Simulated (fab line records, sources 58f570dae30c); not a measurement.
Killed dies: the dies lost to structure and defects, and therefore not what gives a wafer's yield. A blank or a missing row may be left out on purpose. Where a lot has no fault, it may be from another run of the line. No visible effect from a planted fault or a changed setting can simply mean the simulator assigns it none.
Chamber matching | flow berkeleyCmos170 | rieSi-02 running UCB170_GATE_ETCH_15: 4 sister chambers
The step etches poly-Si in HBr/Cl2, stops on SiO2, time 56.3 s, target depth 278.2 nm. 4 wafers are shown with their chamber, then 7 later ones without.

== WAFERS WITH THEIR CHAMBER ==
wafer  | chamber | drypumpMotorCurrentA (A)
L598.2 | 3       | 6.06
L598.3 | 0       | 5.73
L599.1 | 2       | 5.47
L599.2 | 1       | 5.78

== WAFERS MISSING THEIR CHAMBER ==
wafer  | drypumpMotorCurrentA (A)
L599.5 | 5.49
L601.1 | 5.48
L601.3 | 6.07
L601.6 | 5.80
L603.1 | 5.75
L603.3 | 5.76
L603.5 | 5.75

== CHAMBER TAKEN BY EACH ==
wafer  | from the rows above     | in truth
L599.5 | 2                       | 2
L601.1 | 2                       | 2
L601.3 | 3                       | 3
L601.6 | 1                       | 1
L603.1 | can't be placed: 0 or 1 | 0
L603.3 | can't be placed: 1 or 0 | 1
L603.5 | can't be placed: 0 or 1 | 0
4 of 7 placed correctly. Unplaceable from these rows: 3, with the true chamber sitting among the candidates in 3. Placed wrongly: 0.
How it was worked out, from the rows above alone: a wafer's distance from a chamber is the root of the sum, over the readings, of the square of ((its reading less the chamber's mean) divided by the reading's scatter). The wafer belongs to the nearest chamber; if the next one is less than 2 further off, it can't be placed. The mean given for a chamber averages the wafers shown for that chamber. The scatter (one wafer shown for each chamber): square how far every hidden wafer sits from the nearest shown wafer, average those squares and take the square root.
